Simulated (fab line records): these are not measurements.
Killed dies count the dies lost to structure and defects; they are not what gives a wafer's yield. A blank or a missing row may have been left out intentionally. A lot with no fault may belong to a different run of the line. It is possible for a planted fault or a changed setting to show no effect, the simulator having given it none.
What tool caused it? + flow berkeley cmos170 + 45 wafers sampled from 15 lots at 1 step of a route of 331

WHAT THE GAUGES READ, wafer by wafer
No reading from a measuring or inspecting step in the record can be judged against a usual standard deviation.

EACH LOT AND THE TOOL THAT RAN IT (in order: tool; ch and the chambers of the sampled wafers; start)
| lot  | UCB170_M3_PEB_13                  |
|------|-----------------------------------|
| L483 | litho track-02 ch 0, day 7 07:53  |
| L484 | litho track-02 ch 0, day 7 18:12  |
| L486 | litho track-01, day 8 07:23       |
| L487 | litho track-03, day 8 07:59       |
| L489 | litho track-03, day 8 17:38       |
| L490 | litho track-02 ch 0, day 8 18:07  |
| L496 | litho track-03 ch 0, day 10 11:31 |
| L499 | litho track-01 ch 0, day 10 20:15 |
| L498 | litho track-03 ch 0, day 11 10:25 |
| L501 | litho track-01 ch 0, day 11 22:42 |
| L500 | litho track-03 ch 0, day 11 23:29 |
| L502 | litho track-03 ch 0, day 12 02:08 |
| L504 | litho track-03 ch 0, day 12 02:23 |
| L503 | litho track-01 ch 0, day 12 02:24 |
| L505 | litho track-02 ch 0, day 12 18:08 |
- UCB170_M3_PEB_13

WHAT THE TOOLS THEMSELVES READ (means of the sampled wafers that have a number; where no wafer has one, the mark that the record gives instead)
UCB170_M3_PEB_13. Usual: chill plate temp C 23.00 C, standard deviation 0.12; exhaust pa 45.3 Pa, standard deviation 0.84.
| lot  | tool           | chill plate temp C (C) | exhaust pa (Pa) | flag |
|------|----------------|------------------------|-----------------|------|
| L483 | litho track-02 | 22.95                  | 44.2            |      |
| L484 | litho track-02 | 22.90                  | 45.2            |      |
| L486 | litho track-01 | -                      | -               | OFF  |
| L487 | litho track-03 | -                      | -               | OFF  |
| L489 | litho track-03 | -                      | -               | OFF  |
| L490 | litho track-02 | 23.00                  | 45.2            |      |
| L496 | litho track-03 | 23.06                  | 45.9            |      |
| L499 | litho track-01 | 23.17                  | 45.1            |      |
| L498 | litho track-03 | 23.03                  | 45.7            |      |
| L501 | litho track-01 | 23.04                  | 46.0            |      |
| L500 | litho track-03 | 23.04                  | 46.0            |      |
| L502 | litho track-03 | 23.06                  | 44.7            |      |
| L504 | litho track-03 | 23.01                  | 44.9            |      |
| L503 | litho track-01 | 23.14                  | 45.7            |      |
| L505 | litho track-02 | 23.02                  | 44.2            |      |

THE ANSWER, worked out from the rows above alone
Rule: take the mean of a lot's wafers that have a number; if it is more than 3 standard deviations from the usual mean, the lot is off. Also off: a lot with no number at a reading for which 4 or more lots have one. Where the step has rows for the other lots, those lots are counted as sound. First the gauges in route order, then the tools' own readings, where a lot's mean is used as printed above. At the first step where some lot is off, the reading lying furthest off is the one used; lots without a number count as furthest.
Off at UCB170_M3_PEB_13 (chill plate temp C): L486, L487, L489. Without a number there: L486, L487, L489.
A tool fits if, at that step or a process step before it, it ran every lot that is off, and no sound lot after the first of them. Not one of the candidates tried fits.

WHAT THE SIMULATOR HAD INSERTED
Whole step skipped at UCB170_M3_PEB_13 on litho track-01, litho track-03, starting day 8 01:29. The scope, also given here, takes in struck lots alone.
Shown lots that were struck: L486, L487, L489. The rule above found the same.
